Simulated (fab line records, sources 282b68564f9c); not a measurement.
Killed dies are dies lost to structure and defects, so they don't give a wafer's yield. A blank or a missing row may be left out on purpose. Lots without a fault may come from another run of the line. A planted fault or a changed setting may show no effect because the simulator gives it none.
A struck lot beside a sound one | flow rit_cmos | 27 steps out of a route of 202
Sound: wafers L610.2, L610.4, L610.5. Struck: wafers L615.3, L615.4, L615.5. The cause comes at the end.
At each step with rows: each side's tool, then ch and its chambers, then its first start. Under that, the readings that differ: sound wafers | struck wafers | difference of the means | sigmas: that difference in standard deviations of wafers without a fault.
alike: readings whose means differ by less than 2 such deviations, and words and numbers that are the same on both sides. not compared: withheld readings, readings that some wafer has no value for, bounds like >300 that may hide the same value, and numbers for which the record gives no deviation and whose values overlap.
The two part at a step that has a row with sigmas, a row that says differs or no value, or rows on one side only. Numbers that don't overlap but have no deviation are shown without sigmas and don't part them. A reading that every wafer of one side lacks parts them only if that side has two wafers or more.

first, 4 steps without rows for these wafers: RIT_CONTACT_SOFTBAKE_04 (time 60 s); RIT_CONTACT_EXPOSE_05 (exposes mask M11, target cd 1000 nm); RIT_CONTACT_PEB_06; RIT_CONTACT_DEVELOP_07 (develop time 120 s).
RIT_CONTACT_CD_MEAS_08: target cd 1000 nm.
  sound on cd_sem-01, day 3 20:20; struck on cd_sem-01, day 5 06:35
  alike: cd_nm
RIT_CONTACT_OVL_MEAS_09:
  sound on overlay-01, day 3 20:27; struck on overlay-01, day 5 06:40
  alike: CONTACT_OVL
then, 1 step without rows for these wafers: RIT_CONTACT_HARDBAKE_10 (time 60 s).
RIT_CONTACT_ETCH_11: etches SiO2 in CHF3/CF4/Ar, stops on TiSi2, target depth 480 nm, time 320 s.
  sound on rie_diel-01 ch 0,1, day 3 20:38; struck on rie_diel-03 ch 0,2, day 5 06:50
  alike: cf4_flow_sccm, drypump_motor_current_A, oes_product_au, throttle_valve_pct
  not compared: rf_hours_counter_h
RIT_CONTACT_STRIP_12: strips in O2, time 180 s.
  sound on plasma_asher-04 ch 0,1, day 3 20:49; struck on plasma_asher-01 ch 0,1, day 5 07:05
  reading                     | sound       | struck      | difference | sigmas
  drypump_motor_current_A (A) | 5.4 5.5 5.6 | 6.3 6.2 6.2 | +0.7       | +2
  not compared: rf_hours_counter_h
RIT_CONTACT_CD_MEAS_90: target cd 1000 nm.
  sound on cd_sem-02, day 3 21:01; struck on cd_sem-01, day 5 07:15
  alike: cd_nm
then, 2 steps without rows for these wafers: RIT_CONTACT_CLEAN_13 (cleans in SC1, time 600 s); RIT_CONTACT_CLEAN_14 (cleans in SC2, time 600 s).
RIT_M1_SPUTTER_00: material Al, target thk 400 nm, time 500 s.
  sound on pvd_sputter-01, day 3 21:28; struck on pvd_sputter-02, day 5 07:41
  reading                               | sound             | struck            | difference | sigmas
  model.Al_of_M1_SPUTTER_00.thk_nm (nm) | 396.6 394.5 392.4 | 556.3 549.6 565.4 | +162.6     |
  alike: throttle_valve_pct
RIT_M1_RS_MEAS_01: measures by four-point-probe.
  sound on film_metro-01, day 3 21:47; struck on film_metro-03, day 5 08:01
  reading           | sound                | struck               | difference | sigmas
  M1_AL_RS (ohm/sq) | 0.0742 0.0745 0.0749 | 0.0524 0.0531 0.0515 | -0.0222    | -20
RIT_M1_THK_MEAS_02: measures by xrf.
  sound on film_metro-01, day 3 21:53; struck on film_metro-03, day 5 08:07
  reading        | sound       | struck      | difference | sigmas
  M1_AL_THK (nm) | 403 402 398 | 566 558 576 | +166       | +27
then, 6 steps without rows for these wafers: RIT_M1_HMDS_03 (prime time 60 s); RIT_M1_COAT_04 (resist thk 1300 nm); RIT_M1_SOFTBAKE_05 (time 60 s); RIT_M1_EXPOSE_06 (exposes mask M12, target cd 2600 nm); RIT_M1_PEB_07; RIT_M1_DEVELOP_08 (develop time 65.5 s).
RIT_M1_CD_MEAS_09: target cd 2600 nm.
  sound on cd_sem-01, day 3 22:58; struck on cd_sem-01, day 5 09:18
  alike: cd_nm
RIT_M1_OVL_MEAS_10:
  sound on overlay-02, day 3 23:04; struck on overlay-01, day 5 09:24
  alike: M1_OVL
then, 1 step without rows for these wafers: RIT_M1_HARDBAKE_11 (time 120 s).
RIT_M1_METAL_ETCH_12: etches Al in Cl2/BCl3, stops on SiO2, time 165 s, target depth 600 nm.
  sound on rie_metal-03 ch 0,1, day 3 23:21; struck on rie_metal-02 ch 0,1, day 5 09:43
  reading                | sound             | struck            | difference | sigmas
  oes_product_au (a.u.)  | 0.749 0.776 0.779 | 0.924 0.938 0.930 | +0.163     | +12
  throttle_valve_pct (%) | 8.30 8.37 8.37    | 8.13 8.34 8.13    | -0.15      | -2
  alike: drypump_motor_current_A
  not compared: rf_hours_counter_h
then, 1 step without rows for these wafers: RIT_M1_STRIP_13 (strips in nmp, time 600 s).
RIT_M1_PROBE_99:
  sound on prober-01, day 4 01:39; struck on prober-02, day 5 12:01
  reading                                        | sound                   | struck                  | difference | sigmas
  model.etest.m1_comb_over_steps.leak_log10_a_um | -12.73 -12.79 -12.87    | -9.393 -6.59 -8.23      | +4.726     |
  model.etest.ring.quiet_log10_a (angstrom)      | -7.78 -7.865 -7.803     | -7.356 -4.722 -6.41     | +1.653     |
  model.etest.m1.rs_ohm_sq                       | 0.07314 0.07354 0.07437 | 0.05205 0.05283 0.05126 | -0.02164   |
  alike: model.etest.m1_comb_over_steps.over_limit, model.etest.ring.over_limit
  not compared: model.etest.antenna_m1.vt_shift_v

WHERE THEY PART
First at RIT_CONTACT_STRIP_12; last, within this record, at RIT_M1_METAL_ETCH_12. Later steps at which nothing parts them and some readings are alike: RIT_M1_PROBE_99.

WHY: what the simulator had put in
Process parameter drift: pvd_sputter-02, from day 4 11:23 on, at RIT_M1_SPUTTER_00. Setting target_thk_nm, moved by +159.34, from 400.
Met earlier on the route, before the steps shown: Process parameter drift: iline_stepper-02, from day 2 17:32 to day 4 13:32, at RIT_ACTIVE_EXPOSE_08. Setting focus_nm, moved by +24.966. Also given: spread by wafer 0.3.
